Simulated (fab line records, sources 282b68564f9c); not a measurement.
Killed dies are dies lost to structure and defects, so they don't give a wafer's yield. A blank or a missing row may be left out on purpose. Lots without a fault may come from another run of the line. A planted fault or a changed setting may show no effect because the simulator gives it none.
One fault seen from 2 desks | flow rit_cmos | each desk has only its own numbers; what lay behind them comes last

THE TOOL OWNER'S DESK: rie_diel-01
The tool's own readings at RIT_SPACER_ETCHBACK_05 (etches Si3N4 in SF6/CHF3, stops on SiO2, target depth 250 nm, time 240 s): means of the sampled wafers that have a number, for each lot that ran on this tool. A lot is out of limits, marked OUT, if its mean lies more than 4 standard deviations from the usual mean; the brackets give that distance.
Columns: A = drypump_motor_current_A at RIT_SPACER_ETCHBACK_05, usual 5.7 A; B = oes_product_au at RIT_SPACER_ETCHBACK_05, usual 0.842 a.u.; C = run_length_s at RIT_SPACER_ETCHBACK_05, usual 268.5 s; D = throttle_valve_pct at RIT_SPACER_ETCHBACK_05, usual 10.30 %
lot  | first seen here | A   | B                | C               | D
L409 | day 3 08:41     | 5.7 | 0.840            | 268.7           | 10.36
L418 | day 5 10:14     | 5.6 | 0.767 (-6.2) OUT | 307.7 (+98) OUT | 10.16
This desk's finding: out of limits on L418; first on L418, day 5 10:14 (oes_product_au at RIT_SPACER_ETCHBACK_05). In limits: L409.

THE METROLOGY DESK
What the gauges read, lot by lot, whatever tool the lot ran on: means of the sampled wafers that have a number. A lot is out of limits, marked OUT, if its mean lies more than 4 standard deviations from the usual mean; the brackets give that distance. Of its 10 readings 7 are shown: those that lie furthest out on some lot.
Columns: A = PLDD_OVL at RIT_PLDD_OVL_MEAS_06, usual 0.5 nm; B = PLDD_TW at RIT_PLDD_TW_MEAS_10, usual 2361; C = SPACER_NITRIDE_THK at RIT_SPACER_THK_MEAS_04, usual 249.9 nm; D = NSD_OVL at RIT_NSD_OVL_MEAS_06, usual -0.4 nm; E = NSD_TW at RIT_NSD_TW_MEAS_10, usual 3134; F = PSD_OVL at RIT_PSD_OVL_MEAS_06, usual -1.2 nm; G = NSD_RS at RIT_SDANNEAL_RS_MEAS_05, usual 84.62 ohm/sq
lot  | first seen here | A    | B    | C     | D    | E    | F    | G
L407 | day 2 19:34     | -0.7 | 2368 | 251.6 | -3.3 | 3165 | -1.2 | 84.54
L409 | day 3 05:45     | 1.8  | 2384 | 250.6 | -0.8 | 3128 | -1.9 | 84.80
L418 | day 5 07:19     | 1.0  | 2358 | 251.1 | -0.6 | 3129 | -2.4 | 84.80
L422 | day 6 07:34     | 1.5  | 2336 | 247.7 | 0.2  | 3113 | -0.9 | 84.62
L424 | day 6 14:48     | 1.4  | 2373 | 249.7 | -1.1 | 3116 | 0.4  | 84.25
This desk's finding: nothing out of limits on any of the 5 lots.

PUT TOGETHER
The tool owner's desk could have raised an alarm at day 5 10:14, on L418.
The metrology desk saw nothing out of limits.
The metrology desk has L418 on record, within its limits.
Of the lots named, all ran RIT_SPACER_ETCHBACK_05 on rie_diel-01.

WHAT THE SIMULATOR HAD PUT IN
Process parameter drift: rie_diel-01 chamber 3, from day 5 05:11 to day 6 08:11, at RIT_SPACER_ETCHBACK_05. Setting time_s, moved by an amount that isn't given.
Lots struck among those shown: L418.
Hours from the fault's start to each desk's first reading out of limits: the tool owner's desk, 5.
